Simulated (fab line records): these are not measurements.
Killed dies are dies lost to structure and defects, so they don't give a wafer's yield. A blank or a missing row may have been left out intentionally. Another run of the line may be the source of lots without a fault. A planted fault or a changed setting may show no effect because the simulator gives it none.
fab line records || flow rit-cmos
[record] {"lots": 14, "wafers": 42, "last-day": 7}
route steps=202 shown M1@192
lots with no fault: from the same line, run without faults
start-h: the number of hours between the record's first day and the start of the first shown wafer of the lot || wait-h: hours since the lot's step before || " same as the row above || L1.1+2: one row covering several wafers at once || - value missing, or start not given || * or withheld: withheld || < > ~ a bound
route shown NAME@n: a module of which the file shows steps, and the number in the route of the first || usual: average and standard deviation across the fault-free wafers || same: alike in all rows || chamber/n: place in a boat || sites: readings site by site || _std_site: standard deviation of those values || _edge_site: the outer-site mean with the inner-site mean subtracted || radius-mm: for every site, how far away it sits from the centre of the wafer || mask NAME#n: copy n || behind: tool/chamber where the wafer was last shaped || hold: why the lot was held/for how many hours/how that ended || device: which transistor (n, p or np) failed to switch || end of line: the tests these same wafers got at the end of their route || a step given without rows: its recipe and nothing more || killed: the dies lost at the first sort to structure and to defects; this is not the yield of the wafer || map: per-die view of a wafer (x killed, . not killed, _ where there is no die)
set.NAME: setting as actually run; set.NAME@STEP: the setting as run at that earlier step || model.NAME: the simulator's own value behind a step, which no gauge read
route steps across a sampled set of lots; one table per step, one row per wafer
[[steps]]
[step RIT_M1_DEVELOP_08]
[recipe] {"resist": "NOVOLAK", "develop-time-s": 68, "dev-temp-c": 23}
{"lot.wafer": "L504.2+4+6", "tool": "litho-track-03", "chamber": 0, "start-h": 58, "wait-h": "-"}
{"lot.wafer": "L505.2+3+5", "tool": "litho-track-02", "chamber": 0, "start-h": 63, "wait-h": "-"}
{"lot.wafer": "L506.1+3+4", "tool": "litho-track-03", "chamber": 0, "start-h": 65, "wait-h": "-"}
{"lot.wafer": "L507.2+4+5", "tool": "litho-track-03", "chamber": 0, "start-h": 69, "wait-h": "-"}
{"lot.wafer": "L508.1+3+6", "tool": "litho-track-02", "chamber": 0, "start-h": 76, "wait-h": "-"}
{"lot.wafer": "L509.2+3+5", "tool": "litho-track-04", "chamber": 0, "start-h": 83, "wait-h": "-"}
{"lot.wafer": "L510.1+2+4", "tool": "litho-track-04", "chamber": 0, "start-h": 85, "wait-h": "-"}
{"lot.wafer": "L511.2+3+6", "tool": "litho-track-04", "chamber": 0, "start-h": 95, "wait-h": "-"}
{"lot.wafer": "L512.1+2+3", "tool": "litho-track-02", "chamber": 0, "start-h": 98, "wait-h": "-"}
{"lot.wafer": "L513.2+5+6", "tool": "litho-track-04", "chamber": 0, "start-h": 106, "wait-h": "-"}
{"lot.wafer": "L514.1+3+5", "tool": "litho-track-04", "chamber": 0, "start-h": 111, "wait-h": "-"}
{"lot.wafer": "L515.1+2+5", "tool": "litho-track-04", "chamber": 0, "start-h": 114, "wait-h": "-"}
{"lot.wafer": "L526.1+3+6", "tool": "litho-track-02", "chamber": 0, "start-h": 166, "wait-h": "-"}
{"lot.wafer": "L527.1+5+6", "tool": "litho-track-02", "chamber": 0, "start-h": 173, "wait-h": "-"}
[step RIT_M1_CD_MEAS_09]
[recipe] {"target-cd-nm": 2600}
[usual] {"cd-nm": "2599.4/2.2"}
{"lot.wafer": "L504.2", "tool": "cd-sem-02", "chamber": "-", "start-h": 58.26, "wait-h": "-", "cd-nm": 2599.0}
{"lot.wafer": "L504.4", "tool": "cd-sem-02", "chamber": "-", "start-h": 58.26, "wait-h": "-", "cd-nm": 2599.3}
{"lot.wafer": "L504.6", "tool": "cd-sem-02", "chamber": "-", "start-h": 58.26, "wait-h": "-", "cd-nm": 2598.0}
{"lot.wafer": "L505.2", "tool": "cd-sem-02", "chamber": "-", "start-h": 63.78, "wait-h": "-", "cd-nm": 2599.8}
{"lot.wafer": "L505.3", "tool": "cd-sem-02", "chamber": "-", "start-h": 63.78, "wait-h": "-", "cd-nm": 2599.4}
{"lot.wafer": "L505.5", "tool": "cd-sem-02", "chamber": "-", "start-h": 63.78, "wait-h": "-", "cd-nm": 2598.1}
{"lot.wafer": "L506.1", "tool": "cd-sem-02", "chamber": "-", "start-h": 65.58, "wait-h": "-", "cd-nm": 2603.8}
{"lot.wafer": "L506.3", "tool": "cd-sem-02", "chamber": "-", "start-h": 65.58, "wait-h": "-", "cd-nm": 2601.8}
{"lot.wafer": "L506.4", "tool": "cd-sem-02", "chamber": "-", "start-h": 65.58, "wait-h": "-", "cd-nm": 2603.9}
{"lot.wafer": "L507.2", "tool": "cd-sem-02", "chamber": "-", "start-h": 69.99, "wait-h": "-", "cd-nm": 2596.6}
{"lot.wafer": "L507.4", "tool": "cd-sem-02", "chamber": "-", "start-h": 69.99, "wait-h": "-", "cd-nm": 2596.2}
{"lot.wafer": "L507.5", "tool": "cd-sem-02", "chamber": "-", "start-h": 69.99, "wait-h": "-", "cd-nm": 2597.1}
{"lot.wafer": "L508.1", "tool": "cd-sem-02", "chamber": "-", "start-h": 77.04, "wait-h": "-", "cd-nm": 2599.3}
{"lot.wafer": "L508.3", "tool": "cd-sem-02", "chamber": "-", "start-h": 77.04, "wait-h": "-", "cd-nm": 2598.2}
{"lot.wafer": "L508.6", "tool": "cd-sem-02", "chamber": "-", "start-h": 77.04, "wait-h": "-", "cd-nm": 2597.9}
{"lot.wafer": "L509.2", "tool": "cd-sem-01", "chamber": "-", "start-h": 83.67, "wait-h": "-", "cd-nm": 2599.4}
{"lot.wafer": "L509.3", "tool": "cd-sem-01", "chamber": "-", "start-h": 83.67, "wait-h": "-", "cd-nm": 2600.0}
{"lot.wafer": "L509.5", "tool": "cd-sem-01", "chamber": "-", "start-h": 83.67, "wait-h": "-", "cd-nm": 2597.5}
{"lot.wafer": "L510.1", "tool": "cd-sem-01", "chamber": "-", "start-h": 85.82, "wait-h": "-", "cd-nm": 2600.3}
{"lot.wafer": "L510.2", "tool": "cd-sem-01", "chamber": "-", "start-h": 85.82, "wait-h": "-", "cd-nm": 2599.5}
{"lot.wafer": "L510.4", "tool": "cd-sem-01", "chamber": "-", "start-h": 85.82, "wait-h": "-", "cd-nm": 2600.8}
{"lot.wafer": "L511.2", "tool": "cd-sem-01", "chamber": "-", "start-h": 95.68, "wait-h": "-", "cd-nm": 2601.2}
{"lot.wafer": "L511.3", "tool": "cd-sem-01", "chamber": "-", "start-h": 95.68, "wait-h": "-", "cd-nm": 2601.6}
{"lot.wafer": "L511.6", "tool": "cd-sem-01", "chamber": "-", "start-h": 95.68, "wait-h": "-", "cd-nm": 2603.7}
{"lot.wafer": "L512.1", "tool": "cd-sem-02", "chamber": "-", "start-h": 98.96, "wait-h": "-", "cd-nm": 2597.3}
{"lot.wafer": "L512.2", "tool": "cd-sem-02", "chamber": "-", "start-h": 98.96, "wait-h": "-", "cd-nm": 2598.5}
{"lot.wafer": "L512.3", "tool": "cd-sem-02", "chamber": "-", "start-h": 98.96, "wait-h": "-", "cd-nm": 2597.6}
{"lot.wafer": "L513.2", "tool": "cd-sem-02", "chamber": "-", "start-h": 106.72, "wait-h": "-", "cd-nm": 2599.5}
{"lot.wafer": "L513.5", "tool": "cd-sem-02", "chamber": "-", "start-h": 106.72, "wait-h": "-", "cd-nm": 2599.5}
{"lot.wafer": "L513.6", "tool": "cd-sem-02", "chamber": "-", "start-h": 106.72, "wait-h": "-", "cd-nm": 2598.8}
{"lot.wafer": "L514.1", "tool": "cd-sem-02", "chamber": "-", "start-h": 111.54, "wait-h": "-", "cd-nm": 2599.7}
{"lot.wafer": "L514.3", "tool": "cd-sem-02", "chamber": "-", "start-h": 111.54, "wait-h": "-", "cd-nm": 2599.1}
{"lot.wafer": "L514.5", "tool": "cd-sem-02", "chamber": "-", "start-h": 111.54, "wait-h": "-", "cd-nm": 2598.5}
{"lot.wafer": "L515.1", "tool": "cd-sem-02", "chamber": "-", "start-h": 114.56, "wait-h": "-", "cd-nm": 2604.8}
{"lot.wafer": "L515.2", "tool": "cd-sem-02", "chamber": "-", "start-h": 114.56, "wait-h": "-", "cd-nm": 2601.3}
{"lot.wafer": "L515.5", "tool": "cd-sem-02", "chamber": "-", "start-h": 114.56, "wait-h": "-", "cd-nm": 2602.1}
{"lot.wafer": "L526.1", "tool": "cd-sem-01", "chamber": "-", "start-h": 166.35, "wait-h": "-", "cd-nm": 2588.2}
{"lot.wafer": "L526.3", "tool": "cd-sem-01", "chamber": "-", "start-h": 166.35, "wait-h": "-", "cd-nm": 2589.6}
{"lot.wafer": "L526.6", "tool": "cd-sem-01", "chamber": "-", "start-h": 166.35, "wait-h": "-", "cd-nm": 2588.0}
{"lot.wafer": "L527.1", "tool": "cd-sem-02", "chamber": "-", "start-h": 173.89, "wait-h": "-", "cd-nm": 2583.1}
{"lot.wafer": "L527.5", "tool": "cd-sem-02", "chamber": "-", "start-h": 173.89, "wait-h": "-", "cd-nm": 2585.7}
{"lot.wafer": "L527.6", "tool": "cd-sem-02", "chamber": "-", "start-h": 173.89, "wait-h": "-", "cd-nm": 2584.3}
[[key]]
[first-sign] {"step": "RIT_M1_CD_MEAS_09", "reading": "cd-nm", "direction": "down", "sigmas": 6, "usual": 2599.4, "struck": 2586.5}
effect none on later readings
met-at RIT_M1_DEVELOP_08
struck-lots L526,L527
onset-between 98 166
also-fits time
[fault] {"kind": "process-parameter-drift", "tool": "litho-track-02", "chamber": "-", "onset-h": 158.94, "steps": "RIT_M1_DEVELOP_08", "channel": "develop-time-s", "offset": "*", "shape": "step", "end-h": 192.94, "acts-in": "*", "stated": "*"}
